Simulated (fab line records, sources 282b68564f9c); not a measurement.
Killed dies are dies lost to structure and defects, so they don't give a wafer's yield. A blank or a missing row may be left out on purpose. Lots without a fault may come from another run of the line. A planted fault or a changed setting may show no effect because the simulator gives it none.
Which tool did it? | flow rit_cmos | 13 lots, 39 wafers sampled, at 2 steps of a route of 202

WHAT THE GAUGES READ, wafer by wafer
RIT_NRETRO_TW_MEAS_10. Usual: NRETRO_TW 1049, standard deviation 5.9.
lot  | measured    | on            | NRETRO_TW         | flag
L428 | day 2 12:19 | film_metro-01 | 1052 1044 1051    |
L429 | day 2 21:31 | film_metro-04 | 1051 1061 1054    |
L430 | day 3 03:55 | film_metro-01 | 1048 1052 1044    |
L433 | day 3 13:56 | film_metro-02 | 1041 1044 1044    |
L434 | day 3 17:41 | film_metro-02 | 30 30 30 30 30 30 | OFF
L435 | day 3 22:56 | film_metro-04 | 1057 1053 1058    |
L440 | day 4 22:59 | film_metro-01 | 1050 1052 1055    |
L444 | day 5 18:50 | film_metro-02 | 1054 1048 1048    |
L445 | day 5 23:48 | film_metro-02 | 1040 1048 1046    |
L446 | day 6 06:01 | film_metro-02 | 1047 1040 1037    |
L447 | day 6 09:40 | film_metro-04 | 1063 1064 1059    |
L449 | day 6 19:38 | film_metro-01 | 1047 1051 1047    |
L450 | day 7 00:43 | film_metro-04 | 1051 1048 1053    |

WHICH TOOL RAN EACH LOT (tool, then ch and the chambers of the sampled wafers, then the start)
lot  | RIT_NWELL_STRIP_09
L428 | plasma_asher-03 ch 0,1, day 2 01:43
L429 | plasma_asher-02 ch 0,1, day 2 09:53
L430 | plasma_asher-01 ch 0,1, day 2 17:04
L433 | plasma_asher-02 ch 0,1, day 3 05:03
L434 | plasma_asher-01 ch 0,1, day 3 09:02
L435 | plasma_asher-03 ch 0,1, day 3 13:17
L440 | plasma_asher-02 ch 0,1, day 4 14:17
L444 | plasma_asher-02 ch 0,1, day 5 09:58
L445 | plasma_asher-02 ch 1, day 5 15:01
L446 | plasma_asher-02 ch 0,1, day 5 21:11
L447 | plasma_asher-02 ch 0,1, day 6 00:55
L449 | plasma_asher-02 ch 1, day 6 10:49
L450 | plasma_asher-01 ch 0,1, day 6 15:44
- RIT_NWELL_STRIP_09: strips in O2, time 180 s.

WHAT THE TOOLS THEMSELVES READ (means of the sampled wafers that have a number; where no wafer has one, the mark that the record gives instead)
RIT_NWELL_STRIP_09. Usual: drypump_motor_current_A 6.0 A, standard deviation 0.62; o2_flow_sccm 4000 sccm, standard deviation 13; run_length_s 208.6 s, standard deviation 0.31.
lot  | tool            | drypump_motor_current_A (A) | o2_flow_sccm (sccm) | run_length_s (s) | flag
L428 | plasma_asher-03 | 5.8                         | 4011                | 209.0            |
L429 | plasma_asher-02 | 6.4                         | 3992                | 208.6            |
L430 | plasma_asher-01 | 6.4                         | 3998                | 208.6            |
L433 | plasma_asher-02 | 6.4                         | 4000                | 208.5            |
L434 | plasma_asher-01 | 6.4                         | 3995                | 72.3             | OFF
L435 | plasma_asher-03 | 5.8                         | 4012                | 208.9            |
L440 | plasma_asher-02 | 6.4                         | 3991                | 208.4            |
L444 | plasma_asher-02 | 6.2                         | 3993                | 208.7            |
L445 | plasma_asher-02 | 5.9                         | 3999                | 208.6            |
L446 | plasma_asher-02 | 6.2                         | 3996                | 208.6            |
L447 | plasma_asher-02 | 6.4                         | 3995                | 208.4            |
L449 | plasma_asher-02 | 5.9                         | 4010                | 208.4            |
L450 | plasma_asher-01 | 6.2                         | 4012                | 208.4            |

THE ANSWER, worked out from the rows above alone
Rule: a lot is off if the mean of its wafers that have a number lies more than 3 standard deviations from the usual mean. A lot without any number at a reading at which 4 lots or more have one is off too. The other lots that the step has rows for count as sound. The gauges are gone through in route order, then the tools' own readings, and for those a lot's mean is taken as printed above. The first step at which some lot is off is used, and at that step the reading that is off furthest; a lot without a number counts as furthest.
Off: L434, at RIT_NRETRO_TW_MEAS_10 (NRETRO_TW).
A tool fits if, at a process step before that reading, it ran every lot that is off, and no sound lot after the first of them. The gauges at RIT_NRETRO_TW_MEAS_10 aren't tried: what is off there is off at RIT_NWELL_STRIP_09 too, on other tools, and a gauge's error can't cause that. None of those tried fits.

WHAT THE SIMULATOR HAD PUT IN
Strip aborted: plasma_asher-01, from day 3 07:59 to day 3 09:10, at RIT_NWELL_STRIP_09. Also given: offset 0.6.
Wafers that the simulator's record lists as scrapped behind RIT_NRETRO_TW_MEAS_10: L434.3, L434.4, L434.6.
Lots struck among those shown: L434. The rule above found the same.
